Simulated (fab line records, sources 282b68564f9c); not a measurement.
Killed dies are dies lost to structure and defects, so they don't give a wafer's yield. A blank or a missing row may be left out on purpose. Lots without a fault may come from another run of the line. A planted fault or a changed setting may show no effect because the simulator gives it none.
A struck lot beside a sound one | flow rit_cmos | 44 steps out of a route of 202
Sound: wafers L435.3, L435.4, L435.5. Struck: wafers L437.2, L437.4, L437.5. The cause comes at the end.
At each step with rows: each side's tool, then ch and its chambers, then its first start. Under that, the readings that differ: sound wafers | struck wafers | difference of the means | sigmas: that difference in standard deviations of wafers without a fault.
alike: readings whose means differ by less than 2 such deviations, and words and numbers that are the same on both sides. not compared: withheld readings, readings that some wafer has no value for, bounds like >300 that may hide the same value, and numbers for which the record gives no deviation and whose values overlap.
The two part at a step that has a row with sigmas, a row that says differs or no value, or rows on one side only. Numbers that don't overlap but have no deviation are shown without sigmas and don't part them. A reading that every wafer of one side lacks parts them only if that side has two wafers or more.

first, 1 step without rows for these wafers: RIT_PRETRO_IMPLANT_08.
RIT_PRETRO_STRIP_09: strips in O2, time 180 s.
  sound on plasma_asher-01 ch 0,1, day 6 03:34; struck on plasma_asher-03 ch 0,1, day 6 13:11
  alike: drypump_motor_current_A
  not compared: rf_hours_counter_h
RIT_PRETRO_TW_MEAS_10:
  sound on film_metro-02, day 6 03:42; struck on film_metro-02, day 6 13:22
  alike: PRETRO_TW
then, 5 steps without rows for these wafers: RIT_GATE_WET_ETCH_00 (etches SiO2 in BOE, target depth 56 nm, time 60 s); RIT_GATE_CLEAN_01 (cleans in SC1, time 600 s); RIT_GATE_CLEAN_02 (cleans in dHF, time 30 s); RIT_GATE_CLEAN_03 (cleans in SC2, time 600 s); RIT_GATE_CLEAN_04 (cleans in dHF, time 61.06 s).
RIT_FOX2_THK_MEAS_91:
  sound on film_metro-03, day 6 04:16; struck on film_metro-03, day 6 14:01
  alike: FIELD_OXIDE_LEFT_2_THK
then, 2 steps without rows for these wafers: RIT_GATE_OXIDATION_05 (target thk 3 nm, ox time 270 s); RIT_GATE_ANNEAL_06 (time 600 s).
RIT_GATE_THK_MEAS_07:
  sound on film_metro-03, day 6 07:34; struck on film_metro-02, day 6 15:24
  alike: GATE_OXIDE_THK
RIT_GATE_CVD_08: deposits poly-Si from SiH4, target thk 250 nm, time 2220 s.
  sound on lpcvd-02 ch 0, day 6 07:36; struck on lpcvd-01 ch 1, day 6 15:27
  reading                                  | sound         | struck            | difference | sigmas
  model.poly-Si_of_GATE_CVD_08.thk_nm (nm) | 253 251 251.1 | 166.4 165.3 163.9 | -86.5      |
RIT_GATE_THK_MEAS_09:
  sound on film_metro-04, day 6 09:14; struck on film_metro-03, day 6 17:05
  reading            | sound             | struck            | difference | sigmas
  GATE_POLY_THK (nm) | 252.8 251.0 251.1 | 166.4 165.2 163.9 | -86.5      | -39
then, 6 steps without rows for these wafers: RIT_GATE_HMDS_10 (prime time 60 s); RIT_GATE_COAT_11 (resist thk 850 nm); RIT_GATE_SOFTBAKE_12 (time 60 s); RIT_GATE_EXPOSE_13 (exposes mask M6, target cd 150 nm); RIT_GATE_PEB_14; RIT_GATE_DEVELOP_15 (develop time 50 s).
RIT_GATE_CD_MEAS_16: target cd 150 nm.
  sound on cd_sem-02, day 6 10:10; struck on cd_sem-01, day 6 18:00
  alike: cd_nm
RIT_GATE_OVL_MEAS_17:
  sound on overlay-02, day 6 10:16; struck on overlay-02, day 6 18:06
  alike: GATE_OVL
then, 1 step without rows for these wafers: RIT_GATE_HARDBAKE_18 (time 60 s).
RIT_GATE_ETCH_19: etches poly-Si in SF6/CHF3/O2, stops on SiO2, time 165 s, target depth 312.5 nm.
  sound on rie_si-01 ch 2,3, day 6 10:26; struck on rie_si-01 ch 1,3, day 6 18:17
  reading                          | sound             | struck            | difference | sigmas
  oes_product_au (a.u.)            | 0.865 0.864 0.873 | 0.664 0.656 0.653 | -0.210     | -19
  model.etch.depth_nm (nm)         | 253 251 251.1     | 166.4 165.3 163.9 | -86.5      |
  model.GATE.feature_depth_nm (nm) | 253 251 251.1     | 166.4 165.3 163.9 | -86.5      |
  alike: drypump_motor_current_A, throttle_valve_pct
  not compared: rf_hours_counter_h
RIT_GATE_STRIP_20: strips in O2, time 180 s.
  sound on plasma_asher-02 ch 0,1, day 6 10:36; struck on plasma_asher-03 ch 0,1, day 6 18:23
  alike: drypump_motor_current_A
  not compared: rf_hours_counter_h
RIT_GATE_CD_MEAS_90: target cd 150 nm.
  sound on cd_sem-02, day 6 10:46; struck on cd_sem-01, day 6 18:35
  alike: cd_nm
then, 4 steps without rows for these wafers: RIT_REOX_CLEAN_00 (cleans in SC1, time 600 s); RIT_REOX_CLEAN_01 (cleans in dHF, time 30 s); RIT_REOX_CLEAN_02 (cleans in SC2, time 600 s); RIT_REOX_OXIDATION_03 (target thk 25.2 nm, ox time 5580 s).
RIT_REOX_THK_MEAS_04:
  sound on film_metro-01, day 6 14:52; struck on film_metro-03, day 6 22:10
  reading             | sound          | struck         | difference | sigmas
  REOX_OXIDE_THK (nm) | 25.0 24.1 24.7 | 25.5 25.6 26.3 | +1.2       | +3
then, 6 steps without rows for these wafers: RIT_NLDD_HMDS_00 (prime time 60 s); RIT_NLDD_COAT_01 (resist thk 1000 nm); RIT_NLDD_SOFTBAKE_02 (time 60 s); RIT_NLDD_EXPOSE_03 (exposes mask M7, target cd 40700 nm); RIT_NLDD_PEB_04; RIT_NLDD_DEVELOP_05 (develop time 50 s).
RIT_NLDD_OVL_MEAS_06:
  sound on overlay-02, day 6 15:47; struck on overlay-02, day 6 23:14
  alike: NLDD_OVL
then, 2 steps without rows for these wafers: RIT_NLDD_HARDBAKE_07 (time 60 s); RIT_NLDD_IMPLANT_08.
RIT_NLDD_STRIP_09: strips in O2, time 180 s.
  sound on plasma_asher-01 ch 0,1, day 6 16:10; struck on plasma_asher-01 ch 1, day 6 23:34
  alike: drypump_motor_current_A
  not compared: rf_hours_counter_h
RIT_NLDD_TW_MEAS_10:
  sound on film_metro-04, day 6 16:17; struck on film_metro-02, day 6 23:45
  alike: NLDD_TW
RIT_SDANNEAL_CLEAN_02: cleans in SC2, time 600 s.
  sound on wet_bench-01 ch 2, day 7 00:04; struck on wet_bench-02 ch 0, day 7 07:00
  reading                                  | sound           | struck            | difference | sigmas
  model.poly-Si_of_GATE_CVD_08.thk_nm (nm) | 166.1 168.7 164 | 79.65 76.87 78.36 | -87.97     |
RIT_M1_PROBE_99:
  the record has rows for the sound wafers here (prober-01, day 7 08:01) and none for the struck ones

WHERE THEY PART
First at RIT_GATE_THK_MEAS_09; last, within this record, at RIT_M1_PROBE_99.

WHY: what the simulator had put in
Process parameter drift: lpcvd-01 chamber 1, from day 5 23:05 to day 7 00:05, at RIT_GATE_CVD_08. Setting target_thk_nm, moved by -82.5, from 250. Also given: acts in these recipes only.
